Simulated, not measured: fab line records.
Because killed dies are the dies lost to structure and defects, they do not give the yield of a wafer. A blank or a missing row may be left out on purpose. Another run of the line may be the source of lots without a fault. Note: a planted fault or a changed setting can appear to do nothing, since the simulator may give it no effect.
Which of the tools did it? | flow berkeleyCmos170 | 14 lots with 42 wafers sampled at 4 steps, on a route of 331 steps

## WHAT THE GAUGES SHOWED, per wafer
UCB170_M3_RS_MEAS_02: uses a four-point probe to measure. Usual: M3_AL_RS typically reads 0.0323 ohm/sq, with standard deviation 0.00044.
lot  | measured     | on           | M3_AL_RS (ohm/sq)    | flag
L432 | day 7 19:40  | filmMetro-01 | 0.0326 0.0324 0.0321 | 
L431 | day 7 20:06  | filmMetro-04 | 0.0329 0.0327 0.0327 | 
L430 | day 7 20:24  | filmMetro-04 | 0.0334 0.0330 0.0335 | 
L434 | day 8 11:40  | filmMetro-01 | 0.0319 0.0320 0.0319 | 
L433 | day 8 23:02  | filmMetro-03 | 0.0324 0.0321 0.0318 | 
L438 | day 9 07:56  | filmMetro-04 | 0.0323 0.0323 0.0321 | 
L440 | day 9 23:34  | filmMetro-03 | 0.0320 0.0319 0.0319 | 
L439 | day 10 00:03 | filmMetro-01 | 0.0324 0.0319 0.0319 | 
L442 | day 10 08:40 | filmMetro-04 | 0.0326 0.0329 0.0330 | 
L448 | day 11 15:23 | filmMetro-03 | 0.0324 0.0330 0.0329 | 
L447 | day 11 15:43 | filmMetro-01 | 0.0330 0.0330 0.0329 | 
L452 | day 12 13:42 | filmMetro-01 | 0.0319 0.0322 0.0320 | 
L453 | day 12 13:58 | filmMetro-03 | 0.0330 0.0329 0.0326 | 
L449 | day 12 14:33 | filmMetro-03 | 0.0324 0.0322 0.0321 | 

UCB170_M3_CD_MEAS_90 targets a cd of 700 nm. Usual: 700.2 nm for cdNm, sd 2.7.
lot  | measured     | on       | cdNm (nm)         | flag
L432 | day 7 22:19  | cdSem-02 | 699.7 701.0 698.9 | 
L431 | day 7 22:31  | cdSem-02 | 701.7 701.7 701.9 | 
L430 | day 7 22:46  | cdSem-02 | 697.6 701.3 701.7 | 
L434 | day 8 14:00  | cdSem-02 | 700.8 700.6 698.9 | 
L433 | day 9 02:56  | cdSem-01 | 699.3 707.4 702.2 | 
L438 | day 9 10:47  | cdSem-02 | 699.8 698.3 700.8 | 
L440 | day 10 03:34 | cdSem-01 | 698.1 695.8 699.2 | 
L439 | day 10 03:55 | cdSem-02 | 700.7 700.5 696.5 | 
L442 | day 10 12:08 | cdSem-02 | 696.0 698.2 698.9 | 
L448 | day 11 17:49 | cdSem-01 | 700.4 700.8 700.1 | 
L447 | day 11 18:10 | cdSem-01 | 701.2 693.6 692.6 | 
L452 | day 12 16:44 | cdSem-01 | 703.5 695.0 697.2 | 
L453 | day 12 16:46 | cdSem-02 | 701.9 698.9 700.4 | 
L449 | day 12 17:22 | cdSem-01 | 697.9 700.4 701.0 | 

## TOOL THAT RAN EACH LOT (tool first, then ch and the chambers of the sampled wafers, then the start)
lot  | UCB170_M3_ETCH_17                 | UCB170_M3_METAL_ETCH_18
L432 | rieDiel-01 ch 1,2,3, day 7 21:58  | rieMetal-03 ch 1, day 7 22:01
L431 | rieDiel-02 ch 0,1,2, day 7 22:11  | rieMetal-04 ch 0,1, day 7 22:13
L430 | rieDiel-01 ch 0,1,2, day 7 22:25  | rieMetal-01 ch 0,1, day 7 22:28
L434 | rieDiel-02 ch 1,2,3, day 8 13:37  | rieMetal-04 ch 0,1, day 8 13:39
L433 | rieDiel-01 ch 0,1,2, day 9 02:35  | rieMetal-03 ch 0,1, day 9 02:37
L438 | rieDiel-03 ch 1,3, day 9 10:26    | rieMetal-01 ch 0,1, day 9 10:29
L440 | rieDiel-03 ch 0,1,2, day 10 03:13 | rieMetal-01 ch 0,1, day 10 03:16
L439 | rieDiel-01 ch 0,2, day 10 03:33   | rieMetal-03 ch 0,1, day 10 03:40
L442 | rieDiel-01 ch 1,2,3, day 10 11:47 | rieMetal-01 ch 0,1, day 10 11:50
L448 | rieDiel-03 ch 0,1,3, day 11 17:28 | rieMetal-04 ch 0,1, day 11 17:31
L447 | rieDiel-02 ch 0,1,3, day 11 17:49 | rieMetal-03 ch 0,1, day 11 17:52
L452 | rieDiel-03 ch 0,1,2, day 12 16:23 | rieMetal-03 ch 0,1, day 12 16:26
L453 | rieDiel-01 ch 1,3, day 12 16:26   | rieMetal-04 ch 0,1, day 12 16:28
L449 | rieDiel-02 ch 0,2,3, day 12 17:01 | rieMetal-01 ch 0,1, day 12 17:04
- UCB170_M3_ETCH_17: etches BARC in N2/H2.
- UCB170_M3_METAL_ETCH_18: etches Al in Cl2/BCl3, stops on SiO2, target depth 1170 nm, time 195 s.

## AS READ BY THE TOOLS THEMSELVES (means over the sampled wafers that have a number; for cases with no such wafer, the mark the record gives instead)
UCB170_M3_ETCH_17. Usual: drypumpMotorCurrentA 5.8 A, standard deviation 0.31; oesProductAu 1.005 a.u., standard deviation 0.02; throttleValvePct 13.28 %, standard deviation 0.2.
lot  | tool       | drypumpMotorCurrentA (A) | oesProductAu (a.u.) | throttleValvePct (%) | flag
L432 | rieDiel-01 | 5.7                      | 0.993               | 13.22                | 
L431 | rieDiel-02 | 5.7                      | 0.988               | 13.18                | 
L430 | rieDiel-01 | 5.8                      | 0.997               | 13.26                | 
L434 | rieDiel-02 | 5.8                      | 1.002               | 13.29                | 
L433 | rieDiel-01 | 5.9                      | 0.996               | 13.26                | 
L438 | rieDiel-03 | 6.0                      | 1.018               | 13.44                | 
L440 | rieDiel-03 | 5.9                      | 1.014               | 13.47                | 
L439 | rieDiel-01 | 5.9                      | 1.012               | 13.28                | 
L442 | rieDiel-01 | 5.7                      | 1.001               | 13.22                | 
L448 | rieDiel-03 | 5.8                      | 1.007               | 13.48                | 
L447 | rieDiel-02 | 6.0                      | 1.256               | 13.33                | OFF
L452 | rieDiel-03 | 5.9                      | 1.006               | 13.47                | 
L453 | rieDiel-01 | 5.7                      | 0.990               | 13.21                | 
L449 | rieDiel-02 | 5.7                      | 1.264               | 13.19                | OFF

UCB170_M3_METAL_ETCH_18. Usual: drypumpMotorCurrentA 5.8 A, standard deviation 0.49; oesProductAu 0.843 a.u., standard deviation 0.017; throttleValvePct 24.5 %, standard deviation 0.39.
lot  | tool        | drypumpMotorCurrentA (A) | oesProductAu (a.u.) | throttleValvePct (%) | flag
L432 | rieMetal-03 | 5.3                      | 0.857               | 24.9                 | 
L431 | rieMetal-04 | 6.1                      | 0.833               | 24.7                 | 
L430 | rieMetal-01 | 5.8                      | 0.832               | 24.5                 | 
L434 | rieMetal-04 | 6.1                      | 0.847               | 24.7                 | 
L433 | rieMetal-03 | 5.6                      | 0.855               | 24.6                 | 
L438 | rieMetal-01 | 5.4                      | 0.831               | 24.2                 | 
L440 | rieMetal-01 | 5.8                      | 0.855               | 24.5                 | 
L439 | rieMetal-03 | 5.5                      | 0.859               | 24.6                 | 
L442 | rieMetal-01 | 5.8                      | 0.844               | 24.5                 | 
L448 | rieMetal-04 | 6.1                      | 0.833               | 24.7                 | 
L447 | rieMetal-03 | 5.5                      | 0.846               | 24.6                 | 
L452 | rieMetal-03 | 5.5                      | 0.859               | 24.6                 | 
L453 | rieMetal-04 | 6.1                      | 0.831               | 24.8                 | 
L449 | rieMetal-01 | 5.4                      | 0.835               | 24.2                 | 

## THE ANSWER, worked out from the rows above alone
Rule: a lot counts as off when the mean over its wafers that have a number is more than 3 standard deviations away from the usual mean. A lot without any number at a reading at which 4 lots or more have one is off too. Where the step has rows for the other lots, those lots are counted as sound. First the gauges in route order, then the tools' own readings, where a lot's mean is used as printed above. The first step at which some lot is off is used, and at that step the reading that is off furthest; a lot without a number counts as furthest.
Off, at UCB170_M3_ETCH_17 on oesProductAu: L447, L449.
A tool fits if, at that step or a process step before it, it ran every lot that is off, and no sound lot after the first of them. One fits: rieDiel-02 at UCB170_M3_ETCH_17. Its last sound lot is L434 (day 8 13:37), its first lot that is off L447 (day 11 17:49): a fault that began between those two fits.
On the lots that are off, the tool's own readings at UCB170_M3_ETCH_17 differ by more than 5 times the standard deviation of the sound lots' means, which bears it out; oesProductAu reads 1.260 a.u. there versus 1.002 a.u. on the sound lots.

## WHAT THE SIMULATOR HAD INSERTED
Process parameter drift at UCB170_M3_ETCH_17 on rieDiel-02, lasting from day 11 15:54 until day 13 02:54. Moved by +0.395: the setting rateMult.
Shown lots that were struck: L447, L449. Same finding as the rule above.
